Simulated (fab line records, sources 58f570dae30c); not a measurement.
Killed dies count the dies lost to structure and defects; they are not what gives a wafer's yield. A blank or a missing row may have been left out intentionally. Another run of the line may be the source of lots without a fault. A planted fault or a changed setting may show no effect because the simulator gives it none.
Struck lot and sound lot, side by side || flow berkeley-cmos170 || 15 out of 331 route steps
Sound: these wafers, L367.1, L367.2, L367.3. Struck: wafers L376.3, L376.4, L376.6. The cause comes at the end.
Order at every step that has rows: each side's tool, ch and its chambers, its first start. Under that, the readings that differ: sound wafers || struck wafers || difference of the means || sigmas: that difference in standard deviations of wafers without a fault.
alike: readings whose means differ by less than 2 such deviations, and words and numbers that are the same on both sides. not compared: withheld readings, readings that some wafer has no value for, bounds like >300 that may hide the same value, and numbers for which the record gives no deviation and whose values overlap.
The two part at a step that has a row with sigmas, a row that says differs or no value, or rows on one side only. Numbers that have no deviation but don't overlap get no sigmas and don't part them. A reading missing from all wafers of one side parts the sides only when that side holds two or more wafers.

UCB170_ACTIVE_OVL_MEAS_14:
  sound on overlay-01, day 5 02:57; struck on overlay-01, day 7 08:27
  alike: ACTIVE_OVL
UCB170_ACTIVE_ETCH_15: etches Si3N4 in CH3F/Ar/O2, stops on SiO2, target depth 242 nm, time 151 s.
  sound on rie-diel-01 ch 1,2,3, day 5 02:59; struck on rie-diel-04 ch 2,3, day 7 08:29
  alike: drypump-motor-current-A, oes-product-au, throttle-valve-pct
  not compared: rf-hours-counter-h
UCB170_ACTIVE_STRIP_16: strips in O2.
  sound on plasma-asher-02 ch 0,1, day 5 03:05; struck on plasma-asher-01 ch 0,1, day 7 08:37
  alike: drypump-motor-current-A, o2-flow-sccm, oes-product-au, strip-time-to-endpoint-s
  not compared: rf-hours-counter-h
UCB170_ACTIVE_CD_MEAS_90: the cd target is 1200 nm.
  sound on cd-sem-02, day 5 03:11; struck on cd-sem-02, day 7 08:43
  alike: cd-nm
then, 7 steps without rows for these wafers: UCB170_ACTIVE_CLEAN_17 (cleans in SPM, time 600 s); UCB170_PFIELD_HMDS_00 (prime time 60 s); UCB170_PFIELD_COAT_01 (resist thk 900 nm); UCB170_PFIELD_SOFTBAKE_02 (time 60 s); UCB170_PFIELD_EXPOSE_03 (exposes mask PFIELD, target cd 1500 nm); UCB170_PFIELD_PEB_04; UCB170_PFIELD_DEVELOP_05 (develop time 45 s).
UCB170_PFIELD_OVL_MEAS_06:
  sound on overlay-02, day 5 06:02; struck on overlay-01, day 7 10:25
  alike: PFIELD_OVL
UCB170_PFIELD_IMPLANT_07:
  sound on implanter-01 ch 0, day 5 06:04; struck on implanter-02 ch 0, day 7 10:30
{"reading": "beam-energy-keV", "sound": "79.997 79.981 79.994", "struck": "81.013 81.025 81.040", "difference": "+1.035", "sigmas": "+45"}
{"reading": "model.implant.drp-nm (nm)", "sound": "74.86 74.86 74.86", "struck": "75.32 75.32 75.32", "difference": "+0.46", "sigmas": ""}
UCB170_PFIELD_STRIP_08: strips in O2.
  sound on plasma-asher-03 ch 0,1, day 5 06:13; struck on plasma-asher-04 ch 0,1, day 7 10:38
{"reading": "strip-time-to-endpoint-s (s)", "sound": "21.69 21.76 21.76", "struck": "21.59 21.59 21.64", "difference": -0.13, "sigmas": -2}
  alike: drypump-motor-current-A, o2-flow-sccm, oes-product-au
  not compared: rf-hours-counter-h
UCB170_M3_PROBE_99:
  rows exist in the record for the sound wafers here (prober-02, day 9 01:09), none for the struck ones

## WHERE THEY PART
At UCB170_PFIELD_IMPLANT_07 first; at UCB170_M3_PROBE_99 last (within this record only).

WHY: what had been put in by the simulator
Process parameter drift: implanter-02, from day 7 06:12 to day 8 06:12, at UCB170_PFIELD_IMPLANT_07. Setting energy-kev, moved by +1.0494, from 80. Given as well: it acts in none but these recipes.
